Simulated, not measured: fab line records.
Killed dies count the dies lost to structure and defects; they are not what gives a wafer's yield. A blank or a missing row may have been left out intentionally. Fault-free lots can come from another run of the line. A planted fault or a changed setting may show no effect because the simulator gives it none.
Struck lot and sound lot, side by side / flow berkeley_cmos170 / 19 out of 331 route steps
Sound: wafers L267.1, L267.3, L267.4. Wafers L258.2, L258.3, L258.6 were the ones struck. The cause is given at the end.
For every step that has rows: the tool of each side, followed by ch and its chambers, followed by its first start. Under that, the readings that differ: sound wafers / struck wafers / difference of the means / sigmas: that difference in standard deviations of wafers without a fault.
alike: readings with means less than 2 such deviations apart, plus words and numbers identical on both sides. not compared: withheld readings, readings lacking a value on some wafer, bounds such as >300 that could conceal the same value, and numbers that have no deviation in the record and whose values overlap.
Wherever a step has rows on one side only, a row that says differs or no value, or a row with sigmas, the two part there. When numbers do not overlap yet have no deviation, they are printed without sigmas and do not part them. Lack of a reading on every wafer of one side parts them only where that side has two or more wafers.

UCB170_M1_STRIP_13: strips in O2.
  sound on plasma_asher-02 ch 0,1, day 10 01:43; struck on plasma_asher-02 ch 0,1, day 7 20:18
  alike: drypump_motor_current_A, oes_product_au
  not compared: rf_hours_counter_h
UCB170_M1_CD_MEAS_90: target cd 700 nm.
  sound: cd_sem-02 at day 10 01:52; struck: cd_sem-02 at day 7 20:25
  alike: cd_nm
then, 1 step without rows for these wafers: UCB170_M1_ANNEAL_14 (time 1200 s).
UCB170_V1_CVD_00: deposits SiO2 from TEOS/O2, target thk 2000 nm, time 250 s.
  sound on pecvd-04 ch 0,1,2, day 10 05:34; struck on pecvd-02 ch 1,2, day 8 01:05
  alike: heater_power_w, pressure_mtorr
UCB170_V1_THK_MEAS_01:
  sound: film_metro-04 at day 10 05:43; struck: film_metro-01 at day 8 01:16
  alike: V1_TEOS_THK
UCB170_V1_CMP_02: polishes SiO2.
  sound on cmp-01 ch 1,2,3, day 10 06:16; struck on cmp-02 ch 0,1,3, day 8 01:25
  alike: motor_current_A
UCB170_V1_BOW_MEAS_03:
  sound: film_metro-03 at day 10 06:31; struck: film_metro-03 at day 8 01:38
  alike: V1_BOW
UCB170_V1_THK_MEAS_04:
  sound: film_metro-03 at day 10 06:38; struck: film_metro-03 at day 8 01:44
reading=V1_POLISHED_THK (nm); sound=999.3 998.4 999.0; struck=1002.4 1002.2 1002.0; difference=+3.3; sigmas=+3
then, 4 steps without rows for these wafers: UCB170_V1_CLEAN_05 (cleans in DIW); UCB170_V1_HMDS_06 (prime time 60 s); UCB170_V1_COAT_07 (resist thk 900 nm); UCB170_V1_SOFTBAKE_08 (time 60 s).
UCB170_V1_EXPOSE_09: exposes mask VIA1, target cd 700 nm.
  sound on krf_scanner-01 ch 0, day 10 07:46; struck on krf_scanner-02 ch 0, day 8 03:35
reading=model.V1.overlay_x_nm (nm); sound=-3.65 -3.65 -3.65; struck=79.01 79.01 79.01; difference=+82.66; sigmas=
  alike: mask
then, 2 steps without rows for these wafers: UCB170_V1_PEB_10; UCB170_V1_DEVELOP_11 (develop time 45 s).
UCB170_V1_CD_MEAS_12: target cd 700 nm.
  sound: cd_sem-02 at day 10 08:09; struck: cd_sem-01 at day 8 04:21
reading=cd_nm (nm); sound=700.9 701.8 700.1; struck=697.4 698.2 698.2; difference=-3.0; sigmas=-2
UCB170_V1_OVL_MEAS_13:
  sound: overlay-02 at day 10 08:16; struck: overlay-01 at day 8 04:27
reading=V1_OVL (nm); sound=-7 -3 2; struck=78 86 77; difference=+83; sigmas=+15
UCB170_V1_ETCH_14: etches SiO2 in CHF3/CF4/Ar, stops on Al, target depth 1250 nm, time 291 s.
  sound on rie_diel-02 ch 0,1,3, day 10 08:19; struck on rie_diel-02 ch 0,1,3, day 8 04:29
  alike: drypump_motor_current_A, oes_product_au, throttle_valve_pct
  not compared: rf_hours_counter_h
UCB170_M3_PROBE_99:
  the record has rows for the struck wafers here (prober-01, day 8 13:49) and none for the sound ones

## WHERE THEY PART
Last at UCB170_M3_PROBE_99 as far as this record goes, first at UCB170_V1_THK_MEAS_04.

WHY: whatever the simulator had introduced
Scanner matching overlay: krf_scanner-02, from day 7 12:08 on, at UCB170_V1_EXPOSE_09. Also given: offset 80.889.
